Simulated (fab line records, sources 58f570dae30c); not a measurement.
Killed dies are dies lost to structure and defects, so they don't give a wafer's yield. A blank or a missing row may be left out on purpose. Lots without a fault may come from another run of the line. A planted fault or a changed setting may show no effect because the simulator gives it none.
Which tool did it? | flow berkeley_cmos170 | 14 lots, 42 wafers sampled, at 6 steps of a route of 331

WHAT THE GAUGES READ, wafer by wafer
UCB170_PLDD_OVL_MEAS_07. Usual: PLDD_OVL -1 nm, standard deviation 5.1.
lot  | measured     | on         | PLDD_OVL (nm) | flag
L437 | day 6 23:06  | overlay-01 | -8 -7 -7      |
L440 | day 7 14:27  | overlay-02 | -7 -5 -9      |
L442 | day 7 14:59  | overlay-02 | -4 -1 -7      |
L439 | day 7 15:16  | overlay-01 | -3 -4 4       |
L441 | day 7 15:25  | overlay-01 | -8 -5 2       |
L444 | day 8 14:08  | overlay-01 | 2 -5 3        |
L446 | day 8 14:25  | overlay-01 | -2 1 -1       |
L449 | day 9 00:26  | overlay-01 | 0 1 1         |
L447 | day 9 01:26  | overlay-01 | 0 -4 8        |
L451 | day 9 21:39  | overlay-01 | 2 2 3         |
L454 | day 10 09:16 | overlay-01 | -3 3 -4       |
L456 | day 11 08:32 | overlay-02 | -7 -8 -3      |
L460 | day 11 16:52 | overlay-01 | 5 2 0         |
L458 | day 11 17:50 | overlay-01 | -5 -4 -7      |

UCB170_NLDD_TW_MEAS_11. Usual: NLDD_TW 2236, standard deviation 16.
lot  | measured     | on            | NLDD_TW        | flag
L437 | day 7 02:17  | film_metro-04 | 2224 2229 2229 |
L440 | day 7 16:40  | film_metro-03 | 2260 2255 2258 |
L442 | day 7 17:28  | film_metro-03 | 2249 2249 2263 |
L439 | day 7 17:41  | film_metro-01 | 2243 2253 2253 |
L441 | day 7 17:49  | film_metro-01 | 2253 2252 2254 |
L444 | day 8 16:55  | film_metro-01 | 2261 2262 2251 |
L446 | day 8 17:14  | film_metro-04 | 2234 2230 2228 |
L449 | day 9 04:21  | film_metro-01 | 2222 2236 2242 |
L447 | day 9 05:01  | film_metro-04 | 2106 2105 2115 | OFF
L451 | day 10 01:04 | film_metro-04 | 2106 2113 2116 | OFF
L454 | day 10 11:55 | film_metro-01 | 2240 2256 2250 |
L456 | day 11 10:51 | film_metro-01 | 2232 2235 2226 |
L460 | day 11 19:35 | film_metro-04 | 2206 2213 2221 |
L458 | day 11 20:19 | film_metro-04 | 2208 2218 2210 |

UCB170_PSD_CD_MEAS_06: target cd 1200 nm. Usual: cd_nm 1200.2 nm, standard deviation 1.4.
lot  | measured     | on        | cd_nm (nm)           | flag
L437 | day 7 07:31  | cd_sem-01 | 1198.8 1200.3 1200.7 |
L440 | day 8 01:40  | cd_sem-02 | 1201.2 1201.4 1201.6 |
L442 | day 8 02:21  | cd_sem-01 | 1200.3 1200.5 1199.1 |
L439 | day 8 02:36  | cd_sem-01 | 1199.5 1197.1 1198.7 |
L441 | day 8 02:19  | cd_sem-02 | 1198.3 1197.5 1197.8 |
L444 | day 9 02:31  | cd_sem-02 | 1199.8 1199.8 1199.9 |
L446 | day 9 02:46  | cd_sem-01 | 1202.3 1201.8 1202.0 |
L449 | day 9 11:57  | cd_sem-02 | 1203.3 1201.4 1202.4 |
L447 | day 9 12:22  | cd_sem-01 | 1199.6 1200.2 1199.4 |
L451 | day 10 08:59 | cd_sem-01 | 1200.4 1201.0 1200.7 |
L454 | day 10 21:35 | cd_sem-02 | 1202.5 1202.2 1203.3 |
L456 | day 11 18:17 | cd_sem-02 | 1201.8 1201.3 1199.5 |
L460 | day 12 03:49 | cd_sem-01 | 1198.9 1199.6 1197.6 |
L458 | day 12 03:57 | cd_sem-02 | 1198.7 1199.2 1198.3 |

UCB170_SDANNEAL_RS_MEAS_05: measures by four-point-probe. Usual: NLDD_RS 616.8 ohm/sq, standard deviation 1.4.
lot  | measured     | on            | NLDD_RS (ohm/sq)  | flag
L437 | day 7 11:32  | film_metro-01 | 616.6 616.4 616.3 |
L440 | day 8 08:52  | film_metro-01 | 617.2 616.1 617.8 |
L442 | day 8 09:11  | film_metro-04 | 614.2 615.0 616.3 |
L439 | day 8 09:29  | film_metro-03 | 617.2 616.1 616.4 |
L441 | day 8 09:21  | film_metro-01 | 617.6 616.7 617.0 |
L444 | day 9 08:45  | film_metro-03 | 620.0 618.9 620.4 |
L446 | day 9 09:17  | film_metro-01 | 617.3 617.6 615.2 |
L449 | day 9 16:57  | film_metro-01 | 616.7 615.0 617.3 |
L447 | day 9 17:23  | film_metro-03 | 698.5 699.0 698.4 | OFF
L451 | day 10 14:50 | film_metro-04 | 696.0 692.4 697.1 | OFF
L454 | day 11 02:27 | film_metro-04 | 615.9 615.8 615.7 |
L456 | day 11 22:08 | film_metro-03 | 617.1 619.1 619.6 |
L460 | day 12 07:37 | film_metro-04 | 613.3 614.3 613.1 |
L458 | day 12 07:50 | film_metro-03 | 618.2 616.6 618.4 |

WHICH TOOL RAN EACH LOT (tool, then ch and the chambers of the sampled wafers, then the start)
lot  | UCB170_GATE_ETCH_14                | UCB170_NLDD_IMPLANT_09
L437 | rie_diel-03 ch 1,2,3, day 6 19:25  | implanter-02 ch 0, day 7 02:02
L440 | rie_diel-03 ch 0,1,3, day 7 12:49  | implanter-02 ch 0, day 7 16:26
L442 | rie_diel-01 ch 0,2, day 7 13:17    | implanter-03 ch 0, day 7 17:13
L439 | rie_diel-03 ch 0,2,3, day 7 13:23  | implanter-02 ch 0, day 7 17:27
L441 | rie_diel-04 ch 0,2,3, day 7 13:38  | implanter-01 ch 0, day 7 17:34
L444 | rie_diel-03 ch 0,2,3, day 8 12:15  | implanter-02 ch 0, day 8 16:40
L446 | rie_diel-04 ch 1,2,3, day 8 12:30  | implanter-02 ch 0, day 8 17:01
L449 | rie_diel-04 ch 1,2,3, day 8 22:17  | implanter-03 ch 0, day 9 04:06
L447 | rie_diel-03 ch 0,2, day 8 22:44    | implanter-02 ch 0, day 9 04:46
L451 | rie_diel-01 ch 0,3, day 9 19:35    | implanter-02 ch 0, day 10 00:49
L454 | rie_diel-03 ch 0,1,2, day 10 07:08 | implanter-03 ch 0, day 10 11:37
L456 | rie_diel-04 ch 0,1,2, day 11 06:56 | implanter-03 ch 0, day 11 10:38
L460 | rie_diel-03 ch 0,2,3, day 11 15:02 | implanter-03 ch 0, day 11 19:20
L458 | rie_diel-01 ch 0,2,3, day 11 15:23 | implanter-03 ch 0, day 11 20:05
- UCB170_GATE_ETCH_14: etches BARC in N2/H2.
- UCB170_NLDD_IMPLANT_09

WHAT THE TOOLS THEMSELVES READ (means of the sampled wafers that have a number; where no wafer has one, the mark that the record gives instead)
UCB170_GATE_ETCH_14. Usual: drypump_motor_current_A 5.8 A, standard deviation 0.35; h2_flow_sccm 199.9 sccm, standard deviation 0.55; n2_flow_sccm 100.02 sccm, standard deviation 0.3; oes_product_au 0.993 a.u., standard deviation 0.016; rf_fwd_power_W 494.8 W, standard deviation 2.2; throttle_valve_pct 13.36 %, standard deviation 0.11.
lot  | tool        | drypump_motor_current_A (A) | h2_flow_sccm (sccm) | n2_flow_sccm (sccm) | oes_product_au (a.u.) | rf_fwd_power_W (W) | throttle_valve_pct (%) | flag
L437 | rie_diel-03 | 5.8                         | 199.6               | 99.99               | 1.003                 | 493.0              | 13.31                  |
L440 | rie_diel-03 | 6.0                         | 200.1               | 100.15              | 1.007                 | 495.2              | 13.37                  |
L442 | rie_diel-01 | 6.1                         | 199.7               | 100.03              | 0.980                 | 493.6              | 13.45                  |
L439 | rie_diel-03 | 5.9                         | 199.7               | 100.00              | 1.011                 | 494.8              | 13.27                  |
L441 | rie_diel-04 | 5.3                         | 200.1               | 99.93               | 0.979                 | 496.2              | 13.43                  |
L444 | rie_diel-03 | 5.9                         | 200.5               | 100.11              | 1.006                 | 495.0              | 13.28                  |
L446 | rie_diel-04 | 5.4                         | 199.7               | 100.01              | 0.976                 | 496.0              | 13.36                  |
L449 | rie_diel-04 | 5.4                         | 199.4               | 100.00              | 0.976                 | 494.3              | 13.37                  |
L447 | rie_diel-03 | 6.0                         | 200.4               | 100.10              | 1.015                 | 494.7              | 13.37                  |
L451 | rie_diel-01 | 6.0                         | 199.9               | 100.28              | 1.008                 | 495.4              | 13.35                  |
L454 | rie_diel-03 | 5.9                         | 200.4               | 99.94               | 0.999                 | 495.2              | 13.39                  |
L456 | rie_diel-04 | 5.7                         | 200.0               | 100.10              | 0.984                 | 495.9              | 13.38                  |
L460 | rie_diel-03 | 5.9                         | 200.2               | 100.12              | 1.005                 | 495.0              | 13.29                  |
L458 | rie_diel-01 | 6.0                         | 200.2               | 100.19              | 0.998                 | 492.9              | 13.41                  |

UCB170_NLDD_IMPLANT_09. Usual: dose_ions_cm2 5e+13, standard deviation 5.9e+10; faraday_current_uA 159, standard deviation 3.2.
lot  | tool         | dose_ions_cm2 | faraday_current_uA | flag
L437 | implanter-02 | 5e+13         | 158                |
L440 | implanter-02 | 5e+13         | 155                |
L442 | implanter-03 | 5e+13         | 160                |
L439 | implanter-02 | 5e+13         | 161                |
L441 | implanter-01 | 5e+13         | 158                |
L444 | implanter-02 | 5e+13         | 157                |
L446 | implanter-02 | 5e+13         | 158                |
L449 | implanter-03 | 5e+13         | 159                |
L447 | implanter-02 | 3e+13         | 106                | OFF
L451 | implanter-02 | 3e+13         | 106                | OFF
L454 | implanter-03 | 5e+13         | 159                |
L456 | implanter-03 | 5e+13         | 161                |
L460 | implanter-03 | 5e+13         | 158                |
L458 | implanter-03 | 5e+13         | 158                |

THE ANSWER, worked out from the rows above alone
Rule: a lot is off if the mean of its wafers that have a number lies more than 3 standard deviations from the usual mean. A lot without any number at a reading at which 4 lots or more have one is off too. The other lots that the step has rows for count as sound. The gauges are gone through in route order, then the tools' own readings, and for those a lot's mean is taken as printed above. The first step at which some lot is off is used, and at that step the reading that is off furthest; a lot without a number counts as furthest.
Off: L447, L451, at UCB170_NLDD_TW_MEAS_11 (NLDD_TW).
A tool fits if, at a process step before that reading, it ran every lot that is off, and no sound lot after the first of them. The gauges at UCB170_NLDD_TW_MEAS_11 aren't tried: what is off there is off at UCB170_NLDD_IMPLANT_09 too, on other tools, and a gauge's error can't cause that. One fits: implanter-02 at UCB170_NLDD_IMPLANT_09. Its last sound lot is L446 (day 8 17:01), its first lot that is off L447 (day 9 04:46): a fault that began between those two fits.
The tool's own readings at UCB170_NLDD_IMPLANT_09 bear it out: on the lots that are off they differ by more than 5 times the standard deviation of the sound lots' means. dose_ions_cm2 reads 3e+13 there against 5e+13 on the sound lots; faraday_current_uA reads 106 there against 158 on the sound lots.

WHAT THE SIMULATOR HAD PUT IN
Process parameter drift: implanter-02, from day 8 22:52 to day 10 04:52, at UCB170_NLDD_IMPLANT_09. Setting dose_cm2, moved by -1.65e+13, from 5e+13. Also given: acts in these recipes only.
Lots struck among those shown: L447, L451. The rule above found the same.
